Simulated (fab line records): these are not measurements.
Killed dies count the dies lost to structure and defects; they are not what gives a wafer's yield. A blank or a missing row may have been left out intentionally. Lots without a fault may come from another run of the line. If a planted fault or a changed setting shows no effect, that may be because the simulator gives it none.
Shared-tool check + flow berkeley_cmos170 + Sample size 13 lots and 39 wafers

== REASON IT WAS OPENED ==
On 1 of the 13 lots, a flag is raised at UCB170_GATE_CD_MEAS_12 on the reading cd_nm. Fault-free wafers read 350.4 nm, with a standard deviation of 1.1.
Rule: a lot is flagged in two cases, either no wafer of it has a number, or all its wafers with numbers fall more than 4 standard deviations from that mean. As for the other lots, they are considered sound.

| lot  | measured     | on        | cd_nm (nm), wafer by wafer | flag    |
|------|--------------|-----------|----------------------------|---------|
| L197 | day 6 13:54  | cd_sem-02 | 352.6 352.0 351.7          |         |
| L198 | day 6 14:22  | cd_sem-01 | 350.5 350.6 350.8          |         |
| L203 | day 7 09:01  | cd_sem-01 | 350.1 349.8 351.2          |         |
| L200 | day 7 09:21  | cd_sem-01 | 350.3 351.8 350.6          |         |
| L206 | day 7 16:51  | cd_sem-01 | 376.3 377.2 375.2          | FLAGGED |
| L204 | day 7 17:08  | cd_sem-01 | 350.1 350.7 350.3          |         |
| L213 | day 9 07:34  | cd_sem-02 | 351.5 349.6 352.3          |         |
| L214 | day 9 07:53  | cd_sem-01 | 351.9 350.4 350.9          |         |
| L215 | day 9 23:13  | cd_sem-02 | 349.7 350.0 348.8          |         |
| L217 | day 10 09:58 | cd_sem-02 | 351.7 350.9 350.8          |         |
| L216 | day 10 10:03 | cd_sem-01 | 349.1 349.4 351.0          |         |
| L218 | day 10 10:20 | cd_sem-02 | 349.8 348.9 348.4          |         |
| L220 | day 10 19:00 | cd_sem-01 | 348.2 349.6 349.8          |         |
The mean of the flagged lots' numbers is 376.2 nm, +25.8 nm from the usual (+23 standard deviations).

== WHICH TOOL RAN EACH LOT ==
The record keeps 1 process step preceding the reading, out of 331 steps on the route. In each cell: the tool, then ch and the chambers that the sampled wafers went through, then the start.
| lot  | flag    | UCB170_GATE_EXPOSE_09             |
|------|---------|-----------------------------------|
| L197 |         | krf_scanner-02 ch 0, day 6 13:31  |
| L198 |         | krf_scanner-02 ch 0, day 6 13:58  |
| L203 |         | krf_scanner-01 ch 0, day 7 07:56  |
| L200 |         | krf_scanner-02 ch 0, day 7 08:17  |
| L206 | FLAGGED | krf_scanner-02 ch 0, day 7 15:58  |
| L204 |         | krf_scanner-02 ch 0, day 7 16:18  |
| L213 |         | krf_scanner-02 ch 0, day 9 07:11  |
| L214 |         | krf_scanner-01 ch 0, day 9 07:29  |
| L215 |         | krf_scanner-02 ch 0, day 9 22:49  |
| L217 |         | krf_scanner-02 ch 0, day 10 09:14 |
| L216 |         | krf_scanner-01 ch 0, day 10 09:27 |
| L218 |         | krf_scanner-02 ch 0, day 10 09:43 |
| L220 |         | krf_scanner-01 ch 0, day 10 18:30 |
What these steps do:
- UCB170_GATE_EXPOSE_09: exposes mask POLY, target cd 350 nm.
- UCB170_GATE_CD_MEAS_12: target cd 350 nm.

== FLAGGED AGAINST TOTAL, ONE TOOL AT A TIME (gauges that did the reading follow at the end) ==
| step                   | tool           | lots run | flagged | share of the flagged lots | sound lots run after its first flagged lot |
|------------------------|----------------|----------|---------|---------------------------|--------------------------------------------|
| UCB170_GATE_EXPOSE_09  | krf_scanner-01 | 4        | 0       | none                      | -                                          |
| UCB170_GATE_EXPOSE_09  | krf_scanner-02 | 9        | 1       | all                       | 5 (L204,L213,L215,L217,L218)               |
| UCB170_GATE_CD_MEAS_12 | cd_sem-01      | 8        | 1       | all                       | 4 (L204,L214,L216,L220)                    |
| UCB170_GATE_CD_MEAS_12 | cd_sem-02      | 5        | 0       | none                      | -                                          |

== WHAT THE TABLE PERMITS ==
Every flagged lot went through 2 rows of the table: krf_scanner-02 at UCB170_GATE_EXPOSE_09 and cd_sem-01 at UCB170_GATE_CD_MEAS_12.
- krf_scanner-02 at UCB170_GATE_EXPOSE_09 ran 9 lots, 1 of them flagged. After the first flagged lot (L204, L213, L215, L217, L218), sound lots still ran on it; a lasting fault on the whole tool would not permit that.
- cd_sem-01 at UCB170_GATE_CD_MEAS_12 ran 8 lots, 1 of them flagged. After the first flagged lot (L204, L214, L216, L220), sound lots still ran on it; a lasting fault on the whole tool would not permit that.
None of the table's rows ran every flagged lot and, after the first, no sound lot.

== WHAT HAD BEEN PUT IN BY THE SIMULATOR ==
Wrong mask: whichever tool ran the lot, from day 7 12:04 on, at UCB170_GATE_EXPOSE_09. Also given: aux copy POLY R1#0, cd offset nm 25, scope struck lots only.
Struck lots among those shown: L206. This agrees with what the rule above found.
